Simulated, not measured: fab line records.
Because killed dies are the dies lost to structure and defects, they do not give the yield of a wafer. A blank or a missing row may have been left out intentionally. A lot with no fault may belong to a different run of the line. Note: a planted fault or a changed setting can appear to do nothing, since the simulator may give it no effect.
A single fault, viewed from 2 desks / flow berkeleyCmos170 / each desk has only its own numbers; what lay behind them comes last

TOOL OWNER'S DESK, lpcvd-01
The tool's own readings at UCB170_CONTACT_CVD_01 (deposits PSG from SiH4/O2/PH3, target thk 700 nm, time 2820 s): means of the sampled wafers that have a number, for each lot that ran on this tool. Marked OUT: a lot whose mean sits more than 4 standard deviations from the usual mean, which makes it out of limits; the brackets give that distance.
Columns: A = spikeTcCentreC at UCB170_CONTACT_CVD_01, usual 452.8 C
lot=L771; first seen here=day 7 08:29; A=451.3
lot=L772; first seen here=day 7 16:24; A=451.6
lot=L774; first seen here=day 7 18:11; A=452.7
lot=L782; first seen here=day 9 18:30; A=451.9
lot=L784; first seen here=day 9 18:30; A=452.1
Finding of this desk: none of the 5 lots has anything out of limits.

THE METROLOGY DESK
Means of the sampled wafers that have a number, per lot and without regard to the tool the lot ran on: this is what the gauges read. Marked OUT: a lot whose mean sits more than 4 standard deviations from the usual mean, which makes it out of limits; the brackets give that distance.
Columns: A = CONTACT_PSG_THK at UCB170_CONTACT_THK_MEAS_02, usual 702 nm
lot=L771; first seen here=day 7 10:16; A=694
lot=L772; first seen here=day 7 18:11; A=702
lot=L774; first seen here=day 7 19:58; A=695
lot=L784; first seen here=day 9 20:17; A=701
lot=L782; first seen here=day 9 20:18; A=980 (+45) OUT
lot=L787; first seen here=day 11 00:46; A=695
lot=L789; first seen here=day 11 05:08; A=694
lot=L791; first seen here=day 11 09:19; A=704
lot=L793; first seen here=day 11 09:20; A=704
lot=L792; first seen here=day 11 09:20; A=700
lot=L790; first seen here=day 11 09:23; A=712
Finding of this desk: L782 out of limits, first seen on L782 at day 9 20:18 (CONTACT_PSG_THK at UCB170_CONTACT_THK_MEAS_02). Within limits: L771, L772, L774, L784, L787, L789, L791, L793, L792, L790.

PUT TOGETHER
At day 9 20:18 the metrology desk could have sounded an alarm, on L782.
Nothing out of limits was seen by the tool owner's desk.
Tool owner's desk: L782 on record, inside its limits.
On lpcvd-01, each named lot ran UCB170_CONTACT_CVD_01.

WHAT HAD BEEN PUT IN BY THE SIMULATOR
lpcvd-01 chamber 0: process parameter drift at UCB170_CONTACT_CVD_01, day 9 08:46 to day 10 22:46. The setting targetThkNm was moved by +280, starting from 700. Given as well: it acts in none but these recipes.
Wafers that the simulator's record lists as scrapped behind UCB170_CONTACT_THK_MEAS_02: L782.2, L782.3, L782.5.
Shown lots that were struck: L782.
Delay in hours, fault start to first out-of-limits reading, per desk: metrology desk 12.
